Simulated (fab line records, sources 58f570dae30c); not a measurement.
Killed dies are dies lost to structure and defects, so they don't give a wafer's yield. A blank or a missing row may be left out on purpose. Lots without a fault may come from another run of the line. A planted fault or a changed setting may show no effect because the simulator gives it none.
Which tool did it? | flow berkeley_cmos170 | 7 lots, 21 wafers sampled, at 1 step of a route of 331

WHAT THE GAUGES READ, wafer by wafer
UCB170_SCREENOX_THK_MEAS_02.
lot  | measured     | on            | SCREENOX_OXIDE_THK (nm)
L476 | day 5 21:52  | film_metro-01 | 14.08 14.33 14.62
L482 | day 7 03:39  | film_metro-01 | 14.37 14.81 14.85
L485 | day 7 03:40  | film_metro-03 | 14.83 14.81 14.93
L486 | day 8 01:07  | film_metro-03 | 14.56 14.38 14.35
L491 | day 9 02:26  | film_metro-01 | 14.24 14.03 14.08
L494 | day 9 11:31  | film_metro-01 | 14.27 14.42 14.16
L493 | day 10 00:42 | film_metro-01 | 14.27 14.24 14.23

WHICH TOOL RAN EACH LOT (tool, then ch and the chambers of the sampled wafers, then the start)
The record holds no process step before these readings.

THE ANSWER, worked out from the rows above alone
Rule: what is usual is taken from the lots themselves. Put in order of their means at a reading, lots are off if they are a third of the lots or fewer, leave a main group of 4 or more, and stand apart from it by a gap of 3 or more times the standard deviation of the main group's means; of several such gaps the widest counts. A main group whose means are all the same, to the digits that the tables above print for the reading, isn't used. A lot without any number at a reading at which 4 lots or more have one is off too. The other lots that the step has rows for count as sound.
No lot is off at any reading shown: from this, nothing can be told.

WHAT THE SIMULATOR HAD PUT IN
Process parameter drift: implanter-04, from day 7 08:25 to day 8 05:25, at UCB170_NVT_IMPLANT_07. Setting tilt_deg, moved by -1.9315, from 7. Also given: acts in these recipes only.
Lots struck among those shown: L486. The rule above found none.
